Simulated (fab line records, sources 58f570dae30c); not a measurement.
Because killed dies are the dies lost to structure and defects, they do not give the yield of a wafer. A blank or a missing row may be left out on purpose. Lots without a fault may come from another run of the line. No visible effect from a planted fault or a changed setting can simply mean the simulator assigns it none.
The same fault as seen by 2 desks ; flow berkeleyCmos170 ; each desk has only its own numbers; what lay behind them comes last

== FOR THE TOOL OWNER'S DESK: rieMetal-04 ==
The tool's own readings at UCB170_M1_METAL_ETCH_12 (etches Al in Cl2/BCl3, stops on PSG, target depth 780 nm, time 130 s): means of the sampled wafers that have a number, for each lot that ran on this tool. Any lot whose mean is over 4 standard deviations away from the usual mean is out of limits and marked OUT; that distance is given in the brackets.
Columns: A = drypumpMotorCurrentA at UCB170_M1_METAL_ETCH_12, usual 5.85 A; B = oesProductAu at UCB170_M1_METAL_ETCH_12, usual 0.847 a.u.; C = runLengthS at UCB170_M1_METAL_ETCH_12, usual 158.19 s; D = throttleValvePct at UCB170_M1_METAL_ETCH_12, usual 24.31 %
lot;first seen here;A;B;C;D
L215;day 9 07:25;5.99;0.844;158.25;24.44
L228;day 12 20:16;5.77;0.892;149.19 (-38) OUT;24.20
This desk's verdict: out of limits on L228, starting with L228 at day 12 20:16 (runLengthS at UCB170_M1_METAL_ETCH_12). L215 stayed within limits.

== AT THE METROLOGY DESK ==
Lot by lot, what the gauges showed, no matter which tool ran the lot: averages of those sampled wafers that carry a number. Any lot whose mean is over 4 standard deviations away from the usual mean is out of limits and marked OUT; that distance is given in the brackets.
Columns: A = M1_AL_RS at UCB170_M1_RS_MEAS_01, usual 0.0495 ohm/sq; B = M1_AL_THK at UCB170_M1_THK_MEAS_02, usual 593 nm; C = cdNm at UCB170_M1_CD_MEAS_09, usual 700.2 nm; D = M1_OVL at UCB170_M1_OVL_MEAS_10, usual -3 nm
lot;first seen here;A;B;C;D
L215;day 9 05:40;0.0491;602;699.3;-11
L222;day 10 17:50;0.0500;590;700.1;-8
L227;day 12 03:54;0.0492;598;701.8;-8
L232;day 12 15:41;0.0496;596;699.4;-4
L228;day 12 19:02;0.0493;597;700.2;-1
This desk's verdict: no lot among the 5 shows anything out of limits.

== ALL TOGETHER ==
The tool owner's desk could have raised an alarm at day 12 20:16, on L228.
From the metrology desk's view, nothing was out of limits.
The metrology desk holds a record of L228, inside its limits.
Of the lots named, all ran UCB170_M1_METAL_ETCH_12 on rieMetal-04.

== WHAT THE SIMULATOR HAD INSERTED ==
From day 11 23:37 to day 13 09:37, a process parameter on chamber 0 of rieMetal-04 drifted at UCB170_M1_METAL_ETCH_12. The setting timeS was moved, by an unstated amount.
Lots struck among those shown: L228.
How many hours passed from the start of the fault until each desk's first out-of-limits reading: the tool owner's desk, 21.
